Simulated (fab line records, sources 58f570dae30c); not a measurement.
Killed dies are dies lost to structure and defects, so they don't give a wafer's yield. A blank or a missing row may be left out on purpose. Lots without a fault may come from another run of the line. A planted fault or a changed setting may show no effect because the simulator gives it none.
Problem report in the 8D (eight disciplines) form, filled by code | flow berkeley_cmos170 | the parts of the form that need people (team, actions taken, sign-off) are left out

1. THE PROBLEM
V1_TEOS_THK at UCB170_V1_THK_MEAS_01 reads a mean of 2912 nm on 4 wafers of 2 lots; wafers without a fault read 2005 nm with a standard deviation of 24. That is +38 standard deviations from the usual mean.
First seen on wafer L265.3, day 12 14:26, on film_metro-04. The record holds 42 wafers of 14 lots with a number at this step. Rule for "out", or "out of limits": more than 4 standard deviations from the usual mean. The other wafers with a number count as sound.

2. WHAT IT IS AND WHAT IT IS NOT
question                    | is                             | is not
which readings at this step | V1_TEOS_THK                    | -
which lots                  | L265, L266                     | L246, L247, L248, L249, L251, L252, L254, L255, L261, L267, L268, L269
which wafers of those lots  | L265.3, L265.6, L266.3, L266.6 | L265.1, L266.4
read on which gauges        | film_metro-04                  | film_metro-01, film_metro-03
when                        | from day 12 14:26              | up to then (31 sound wafers); but 7 sound wafers of L266, L268, L269 came after

3. SUSPECTS, AND WHAT RULES EACH OUT
Counting: a tool at a process step up to the reading stays a suspect if it ran every lot that is out. Sound lots after the first of them don't rule it out here, since some wafers of a struck lot are sound.
- the gauge at UCB170_V1_THK_MEAS_01: kept. All the wafers that are out were read on film_metro-04, and no step on other tools shows them out.
- pecvd-02 at UCB170_V1_CVD_00 (deposits SiO2 from TEOS/O2, target thk 2000 nm, time 250 s): kept. It ran every lot that is out, first L265 (day 12 14:17); its last sound lot up to then is L261 (day 11 10:08).
- Within pecvd-02 at UCB170_V1_CVD_00: the wafers that are out ran in chamber 0; their sound lot-mates ran in chamber 2.
Left after counting: pecvd-02 at UCB170_V1_CVD_00, film_metro-04 at UCB170_V1_THK_MEAS_01.

4. THE CAUSE (what the simulator had put in)
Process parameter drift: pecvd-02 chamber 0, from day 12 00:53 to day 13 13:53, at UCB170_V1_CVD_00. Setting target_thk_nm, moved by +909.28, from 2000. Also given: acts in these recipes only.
Counting left 2 suspects, and this tool is among them.

5. THE CHAIN OF EFFECTS, in route order
Each row: a reading whose mean over the struck wafers that have a number lies more than 3 standard deviations from the usual. Only readings for which the record gives a usual standard deviation are gone through. hours: the time from each lot's start at the first step in this table that gives one to its start at this step, as a median over the lots. sigmas: the change in usual standard deviations.
hours | step                  | reading     | usual   | on struck wafers | change | sigmas
0     | UCB170_V1_THK_MEAS_01 | V1_TEOS_THK | 2005 nm | 2912             | +906   | +38

6. WHAT WOULD HAVE CAUGHT IT SOONER
In this record the first reading out of limits at a measuring or inspecting step was taken at day 12 14:26, 14 hours after the fault began at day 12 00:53.
Of the tool readings at UCB170_V1_CVD_00 for which the record gives a usual standard deviation, none was out on any struck wafer, so an alarm limit of 4 standard deviations on them would not have fired.
Of the lots that are out (2), L266 began UCB170_V1_CVD_00 on pecvd-02 after day 12 14:26. A hold on the tool at that time would have spared it.
